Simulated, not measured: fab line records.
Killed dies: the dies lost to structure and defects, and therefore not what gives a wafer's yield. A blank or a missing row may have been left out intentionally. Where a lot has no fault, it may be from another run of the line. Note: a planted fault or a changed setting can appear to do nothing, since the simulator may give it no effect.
Problem report in the 8D (eight disciplines) form, filled by code || flow rit_cmos || the parts of the form that need people (team, actions taken, sign-off) are left out

== 1. THE ISSUE ==
heater_power_total_W at RIT_PWELL_HARDBAKE_07 reads a mean of 50.16 W on 9 wafers of 3 lots; wafers without a fault read 52.03 W with a standard deviation of 0.064. Measured from the usual mean, that is -29 standard deviations.
The step: time 120 s.
The first sign was on wafer L960.2 at day 4 15:49, on litho_track-02. The record has a number at this step for 45 wafers belonging to 15 lots. Rule for "out", or "out of limits": more than 4 standard deviations from the usual mean. The rest of the wafers with a number are treated as sound.

== 2. WHAT IT IS, AND WHAT IT ISN'T ==
{"question": "which readings at this step", "is": "heater_power_total_W, plate_temp_C", "is not": "-"}
{"question": "which lots", "is": "L960, L961, L965", "is not": "L947, L948, L949, L950, L951, L952, L953, L954, L957, L966, L967, L969"}
{"question": "which wafers of those lots", "is": "all that have a number", "is not": "-"}
{"question": "read on which tools", "is": "litho_track-02", "is not": "litho_track-03, litho_track-04"}
{"question": "when", "is": "from day 4 15:49", "is not": "up to then (27 sound wafers); but 9 sound wafers of L966, L967, L969 came after"}

== 3. THE SUSPECTS, EACH WITH WHAT RULES IT OUT ==
Counting: any tool at a process step up to the reading is kept as a suspect provided that every lot that is out went through it and no sound lot did after the first of them.
- litho_track-02 at RIT_PWELL_HARDBAKE_07 (time 120 s): kept. It ran every lot that is out, first L960 (day 4 15:49), and no sound lot after that. Out on those wafers are its own readings of heater_power_total_W, plate_temp_C.
After counting, what remains is litho_track-02 at RIT_PWELL_HARDBAKE_07.

== 4. THE CAUSE (what the simulator had put in) ==
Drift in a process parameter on litho_track-02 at RIT_PWELL_HARDBAKE_07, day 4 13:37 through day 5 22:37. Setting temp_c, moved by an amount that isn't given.
This tool alone remained once counting was done.

== 5. THE CHAIN OF EFFECTS, in route order ==
Each row: a reading where the mean over the struck wafers with a number is more than 3 standard deviations away from the usual. Scope: only readings with a usual standard deviation given in the record; hours: median across lots of the time from each lot's start at the first step in this table that gives one to its start at this step; sigmas: change in usual standard deviations.
{"hours": 0, "step": "RIT_PWELL_HARDBAKE_07", "reading": "heater_power_total_W", "usual": "52.03 W", "on struck wafers": 50.16, "change": -1.87, "sigmas": -29}
{"hours": 0, "step": "RIT_PWELL_HARDBAKE_07", "reading": "plate_temp_C", "usual": "139.95 C", "on struck wafers": 136.08, "change": -3.87, "sigmas": -26}
Process steps it contains:
- RIT_PWELL_HARDBAKE_07: time 120 s.

== 6. WHAT WOULD HAVE CAUGHT IT SOONER ==
The fault began at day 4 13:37; the first out-of-limits reading in this record came at day 4 15:49, 2 hours later.
